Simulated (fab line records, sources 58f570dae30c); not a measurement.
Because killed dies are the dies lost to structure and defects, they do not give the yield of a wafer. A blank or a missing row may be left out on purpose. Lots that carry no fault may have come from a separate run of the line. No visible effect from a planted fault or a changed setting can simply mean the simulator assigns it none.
fab line records	flow berkeley_cmos170
[record] lots = 14	wafers = 42	last_day = 12
route steps=331 shown PFIELD@87 SCREENOX@102 PSD@206 M3@319
lots untouched by any fault: they come from a run of this same line in which no faults occurred
start_h: the number of hours between the record's first day and the start of the first shown wafer of the lot	wait_h: hours elapsed since this lot's preceding step	" the same as in the row above	L1.1+2: one row covering several wafers at once	- no value, or no start was given	* or withheld: withheld	< > ~ a bound
route shown NAME@n: NAME is a module with steps in the file, n the number in the route of the first one	usual: mean/standard deviation of fault-free wafers	same: alike in all rows	chamber/n: place in a boat	sites: the reading at each site	_std_site: standard deviation across them	_edge_site: the outer-site mean with the inner-site mean subtracted	radius_mm: how far each site lies from the wafer's centre	mask NAME#n: copy n	behind: tool/chamber where the wafer was last shaped	hold: the reason the lot was held/the length of the hold in hours/how it ended	device: the n, p or np transistor that did not switch	end of line: the route-end tests of the same wafers	step lacking rows: just its recipe	killed: the dies lost at the first sort to structure and to defects; this is not the yield of the wafer	map: the dies of a wafer, with x for killed, . for not killed, _ for no die there
set.NAME: the setting the step ran with; set.NAME@STEP: the setting that earlier step ran with	model.NAME: the simulator's own value behind a step, which no gauge read
the route's steps for a sample of lots (tables are steps, rows are wafers)
services: from which hour (start_h, from the record's first day; less than 0 if before it) a tool's chamber was out of use, for how many hours, and why
[[steps]]
[step UCB170_PFIELD_STRIP_08]
[recipe] chemistry = O2	power_w = 400	pressure_mtorr = 3500	platen_temp_c = withheld	o2_flow_sccm = 400	overash_fraction = 0.5
[usual] drypump_motor_current_A = 5.6/0.47	oes_product_au = 0.734/0.0046	strip_time_to_endpoint_s = 21.61/0.067
lot.wafer	tool	chamber	start_h	wait_h	drypump_motor_current_A	oes_product_au	rf_hours_counter_h	strip_time_to_endpoint_s
L282.2	plasma_asher-02	0	88.19	0.1	4.8	0.727	37	21.68
L282.4	"	0	"	"	4.8	0.733	-	21.70
L282.6	"	1	"	"	5.9	0.736	-	21.66
L285.4	plasma_asher-01	0	109.50	0.1	5.5	0.736	-	21.69
L285.5	"	1	"	"	5.9	0.735	-	21.76
L285.6	"	0	"	"	5.5	0.740	-	21.79
L286.1	plasma_asher-01	1	120.69	0.1	5.9	0.727	37	21.52
L286.3	"	1	"	"	5.9	0.736	-	21.59
L286.5	"	1	"	"	5.9	0.729	-	21.51
L287.2	plasma_asher-02	0	120.94	0.1	4.8	0.750	0	21.67
L287.3	"	0	"	"	4.8	0.732	-	21.66
L287.4	"	1	"	"	6.0	0.733	-	21.59
L291.2	plasma_asher-01	1	126.65	0.1	5.9	0.734	38	21.57
L291.3	"	1	"	"	5.9	0.734	-	21.64
L291.4	"	0	"	"	5.5	0.730	-	21.62
L288.2	plasma_asher-04	1	127.07	0.1	5.8	0.734	44	21.68
L288.5	"	0	"	"	6.2	0.742	-	21.60
L288.6	"	1	"	"	5.8	0.725	-	21.62
L292.1	plasma_asher-02	0	139.71	0.1	4.8	0.729	3	21.61
L292.2	"	1	"	"	5.9	0.733	3	21.63
L292.3	"	0	"	"	4.8	0.724	-	21.59
L294.2	plasma_asher-04	1	139.86	0.1	5.8	0.736	45	21.56
L294.3	"	1	"	"	5.8	0.736	-	21.61
L294.4	"	0	"	"	6.2	0.732	-	21.55
L293.3	plasma_asher-02	0	140.05	0.1	4.8	0.731	-	21.62
L293.4	"	1	"	"	5.9	0.739	-	21.65
L293.5	"	1	"	"	5.9	0.732	-	21.55
L298.1	plasma_asher-01	1	157.27	0.1	5.9	0.736	40	21.56
L298.2	"	0	"	"	5.5	0.728	40	21.64
L298.6	"	1	"	"	5.9	0.731	-	21.59
L299.2	plasma_asher-01	1	157.54	0.1	5.9	0.732	41	21.66
L299.3	"	0	"	"	5.5	0.738	-	21.66
L299.5	"	1	"	"	5.9	0.736	-	21.71
L300.3	plasma_asher-04	0	170.65	0.1	6.2	0.733	-	21.56
L300.4	"	1	"	"	5.8	0.738	-	21.53
L300.6	"	0	"	"	6.1	0.737	-	21.60
L304.2	plasma_asher-04	0	184.88	0.1	6.1	0.734	51	21.51
L304.3	"	1	"	"	5.8	0.733	-	21.55
L304.5	"	0	"	"	6.1	0.740	-	21.59
L305.1	plasma_asher-02	0	191.14	0.1	4.8	0.739	9	21.51
L305.2	"	1	"	"	5.9	0.737	9	21.56
L305.6	"	1	"	"	5.9	0.739	-	21.55
[step UCB170_SCREENOX_THK_MEAS_02]
[recipe] reads = SiO2_of_SCREENOX_OXIDATION_01
[usual] SCREENOX_OXIDE_THK = 14.39/0.2
lot.wafer	tool	chamber	start_h	wait_h	SCREENOX_OXIDE_THK[nm]
L282.2	film_metro-02	-	122.64	0.0	14.42
L282.4	"	-	"	"	14.22
L282.6	"	-	"	"	14.48
L285.4	film_metro-02	-	132.65	0.0	14.31
L285.5	"	-	"	"	14.21
L285.6	"	-	"	"	14.26
L286.1	film_metro-03	-	138.50	0.0	14.44
L286.3	"	-	"	"	14.52
L286.5	"	-	"	"	14.59
L287.2	film_metro-01	-	138.51	0.0	14.48
L287.3	"	-	"	"	14.63
L287.4	"	-	"	"	14.49
L288.2	film_metro-02	-	144.17	0.0	14.22
L288.5	"	-	"	"	14.55
L288.6	"	-	"	"	14.28
L291.2	film_metro-01	-	144.17	0.0	14.45
L291.3	"	-	"	"	14.15
L291.4	"	-	"	"	14.57
L292.1	film_metro-01	-	156.84	0.0	14.28
L292.2	"	-	"	"	14.30
L292.3	"	-	"	"	14.35
L294.2	film_metro-03	-	156.85	0.0	14.64
L294.3	"	-	"	"	14.65
L294.4	"	-	"	"	14.66
L293.3	film_metro-02	-	156.86	0.0	14.32
L293.4	"	-	"	"	14.53
L293.5	"	-	"	"	14.46
L299.2	film_metro-03	-	177.65	0.0	14.32
L299.3	"	-	"	"	14.35
L299.5	"	-	"	"	14.36
L298.1	film_metro-01	-	177.70	0.1	14.45
L298.2	"	-	"	"	14.43
L298.6	"	-	"	"	14.51
L300.3	film_metro-02	-	196.38	0.0	14.55
L300.4	"	-	"	"	14.44
L300.6	"	-	"	"	14.36
L304.2	film_metro-02	-	210.02	0.0	14.44
L304.3	"	-	"	"	14.55
L304.5	"	-	"	"	14.44
L305.1	film_metro-01	-	218.19	0.0	14.44
L305.2	"	-	"	"	14.29
L305.6	"	-	"	"	14.51
[step UCB170_SDANNEAL_RS_MEAS_02]
[recipe] thk_meas_gauge = four-point-probe
[usual] PSD_RS = 74.46/0.27
lot.wafer	tool	chamber	start_h	wait_h	PSD_RS[ohm/sq]
L282.2	film_metro-02	-	155.13	0.1	74.74
L282.4	"	-	"	"	74.61
L282.6	"	-	"	"	74.58
L285.4	film_metro-02	-	163.67	0.1	74.69
L285.5	"	-	"	"	74.14
L285.6	"	-	"	"	74.32
L287.2	film_metro-03	-	171.63	0.1	74.56
L287.3	"	-	"	"	74.12
L287.4	"	-	"	"	74.34
L286.1	film_metro-01	-	172.09	0.0	74.71
L286.3	"	-	"	"	74.33
L286.5	"	-	"	"	74.84
L291.2	film_metro-01	-	180.67	0.1	75.06
L291.3	"	-	"	"	74.69
L291.4	"	-	"	"	74.91
L288.2	film_metro-02	-	181.14	0.1	74.26
L288.5	"	-	"	"	74.47
L288.6	"	-	"	"	74.36
L292.1	film_metro-02	-	193.44	0.0	73.97
L292.2	"	-	"	"	74.25
L292.3	"	-	"	"	74.09
L294.2	film_metro-03	-	193.55	0.1	74.42
L294.3	"	-	"	"	73.98
L294.4	"	-	"	"	74.42
L293.3	film_metro-03	-	194.09	0.1	74.75
L293.4	"	-	"	"	74.48
L293.5	"	-	"	"	74.45
L299.2	film_metro-03	-	220.73	0.1	74.15
L299.3	"	-	"	"	74.25
L299.5	"	-	"	"	74.31
L298.1	film_metro-02	-	221.07	0.4	75.02
L298.2	"	-	"	"	74.85
L298.6	"	-	"	"	74.40
L300.3	film_metro-01	-	236.34	0.1	74.29
L300.4	"	-	"	"	74.11
L300.6	"	-	"	"	74.41
L304.2	film_metro-02	-	247.83	0.1	74.40
L304.3	"	-	"	"	74.95
L304.5	"	-	"	"	74.76
L305.1	film_metro-02	-	254.21	0.1	73.76
L305.2	"	-	"	"	74.09
L305.6	"	-	"	"	74.07
[step UCB170_M3_COAT_10]
[recipe] resist = KrF	spin_rpm = 1500	resist_thk_nm = 900
[usual] spin_speed_rpm = 1499.8/1.3
lot.wafer	tool	chamber	start_h	wait_h	spin_speed_rpm
L282.2	litho_track-02	0	181	-	1499.0
L282.4	"	0	"	"	1499.2
L282.6	"	0	"	"	1500.1
L285.4	litho_track-04	0	190	-	1500.9
L285.5	"	0	"	"	1498.5
L285.6	"	0	"	"	1500.7
L286.1	litho_track-02	0	196	-	1500.6
L286.3	"	0	"	"	1502.1
L286.5	"	0	197	-	1501.5
L287.2	litho_track-04	0	197	-	1500.3
L287.3	"	0	"	"	1500.6
L287.4	"	0	"	"	1499.1
L291.2	litho_track-03	0	206	-	1496.7
L291.3	"	0	"	"	1501.5
L291.4	"	0	"	"	1499.7
L288.2	litho_track-03	0	208	-	1500.3
L288.5	"	0	"	"	1499.9
L288.6	"	0	"	"	1498.7
L294.2	litho_track-03	0	217	-	1523.7
L294.3	"	0	"	"	1520.4
L294.4	"	0	"	"	1520.1
L293.3	litho_track-02	0	217	-	1497.6
L293.4	"	0	"	"	1498.9
L293.5	"	0	218	-	1498.3
L292.1	litho_track-03	0	218	-	1522.0
L292.2	"	0	"	"	1522.6
L292.3	"	0	"	"	1521.8
L298.1	litho_track-02	0	246	-	1498.3
L298.2	"	0	"	"	1500.5
L298.6	"	0	"	"	1500.5
L299.2	litho_track-04	0	246	-	1499.1
L299.3	"	0	"	"	1498.8
L299.5	"	0	"	"	1499.6
L300.3	litho_track-04	0	264	-	1499.6
L300.4	"	0	"	"	1499.5
L300.6	"	0	"	"	1501.6
L304.2	litho_track-02	0	270	-	1500.5
L304.3	"	0	"	"	1502.3
L304.5	"	0	"	"	1499.3
L305.1	litho_track-04	0	277	-	1500.6
L305.2	"	0	"	"	1498.9
L305.6	"	0	"	"	1498.0
[[services]]
tool	chamber	start_h	hours	kind
plasma_asher-01	-	95.04	1.7	repair
plasma_asher-02	-	108.75	9.0	pm
plasma_asher-02	0	108.75	9.0	vent_cycle
plasma_asher-02	1	108.75	9.0	vent_cycle
plasma_asher-02	0	117.75	-	clean
plasma_asher-02	1	117.75	-	clean
plasma_asher-01	-	138.32	4.1	repair
plasma_asher-04	-	141.74	1.0	repair
plasma_asher-01	-	232.08	2.8	repair
plasma_asher-01	-	255.87	0.3	repair
[[key]]
[first_sign] step = UCB170_M3_COAT_10	reading = spin_speed_rpm	direction = up	sigmas = 17	usual = 1499.8	struck = 1521.8
effect none on later readings
met_at UCB170_M3_COAT_10
struck_lots L292,L294
not_acting_at UCB170_PFIELD_STRIP_08,UCB170_SCREENOX_THK_MEAS_02,UCB170_SDANNEAL_RS_MEAS_02
onset_between 208 217
[fault] kind = process_parameter_drift	tool = litho_track-03	chamber = -	onset_h = 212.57	steps = UCB170_M3_COAT_10	channel = spin_rpm	offset = 22.328	shape = step	end_h = 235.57	acts_in = these_recipes_only	stated = 1500
